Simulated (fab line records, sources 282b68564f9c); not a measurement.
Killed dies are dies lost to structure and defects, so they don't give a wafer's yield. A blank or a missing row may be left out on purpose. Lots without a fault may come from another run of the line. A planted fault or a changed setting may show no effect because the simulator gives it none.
Problem report in the 8D (eight disciplines) form, filled by code | flow rit_cmos | the parts of the form that need people (team, actions taken, sign-off) are left out

1. THE PROBLEM
NSD_TW at RIT_NSD_TW_MEAS_10 reads a mean of 3345 on 6 wafers of 2 lots; wafers without a fault read 3117 with a standard deviation of 29. That is +7.9 standard deviations from the usual mean.
First seen on wafer L301.3, day 5 20:46, on film_metro-03. The record holds 42 wafers of 14 lots with a number at this step. Rule for "out", or "out of limits": more than 4 standard deviations from the usual mean. The other wafers with a number count as sound.

2. WHAT IT IS AND WHAT IT IS NOT
question                    | is                           | is not
which readings at this step | NSD_TW                       | -
which lots                  | L301, L303                   | L287, L288, L289, L291, L292, L294, L295, L299, L302, L306, L307, L308
which wafers of those lots  | all that have a number       | -
read on which gauges        | film_metro-01, film_metro-03 | film_metro-02
when                        | from day 5 20:46             | up to then (24 sound wafers); but 12 sound wafers of L302, L306, L307, L308 came after

3. SUSPECTS, AND WHAT RULES EACH OUT
Counting: a tool at a process step up to the reading stays a suspect if it ran every lot that is out and no sound lot after the first of them.
- the gauge at RIT_NSD_TW_MEAS_10: ruled out. The wafers that are out were read on 2 gauges (film_metro-01, film_metro-03).
- implanter-04 at RIT_NSD_IMPLANT_08: kept. It ran every lot that is out, first L301 (day 5 20:28), and no sound lot after that; its last sound lot up to then is L295 (day 4 16:06). Its own readings are out on those wafers: beam_energy_keV.
Left after counting: implanter-04 at RIT_NSD_IMPLANT_08.

4. THE CAUSE (what the simulator had put in)
Process parameter drift: implanter-04, from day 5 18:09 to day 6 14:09, at RIT_NSD_IMPLANT_08. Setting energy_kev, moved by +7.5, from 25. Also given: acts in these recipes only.
Counting left only this tool.

5. THE CHAIN OF EFFECTS, in route order
Each row: a reading whose mean over the struck wafers that have a number lies more than 3 standard deviations from the usual. Only readings for which the record gives a usual standard deviation are gone through. hours: the time from each lot's start at the first step in this table that gives one to its start at this step, as a median over the lots. sigmas: the change in usual standard deviations.
hours | step                    | reading         | usual        | on struck wafers | change | sigmas
0     | RIT_NSD_IMPLANT_08      | beam_energy_keV | 25.001       | 32.504           | +7.503 | +99 or more
0     | RIT_NSD_TW_MEAS_10      | NSD_TW          | 3117         | 3345             | +228   | +7.9
9     | RIT_SDANNEAL_RS_MEAS_05 | NSD_RS          | 84.52 ohm/sq | 81.53            | -2.98  | -12
The process steps in it:
- RIT_NSD_IMPLANT_08

6. WHAT WOULD HAVE CAUGHT IT SOONER
In this record the first reading out of limits at a measuring or inspecting step was taken at day 5 20:46, 3 hours after the fault began at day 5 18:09.
The tool's own readings at RIT_NSD_IMPLANT_08 were out on every struck wafer that the step has a row for (beam_energy_keV): an alarm limit on them would have fired on the first of those.
Of the lots that are out (2), L303 began RIT_NSD_IMPLANT_08 on implanter-04 after day 5 20:46. A hold on the tool at that time would have spared it.
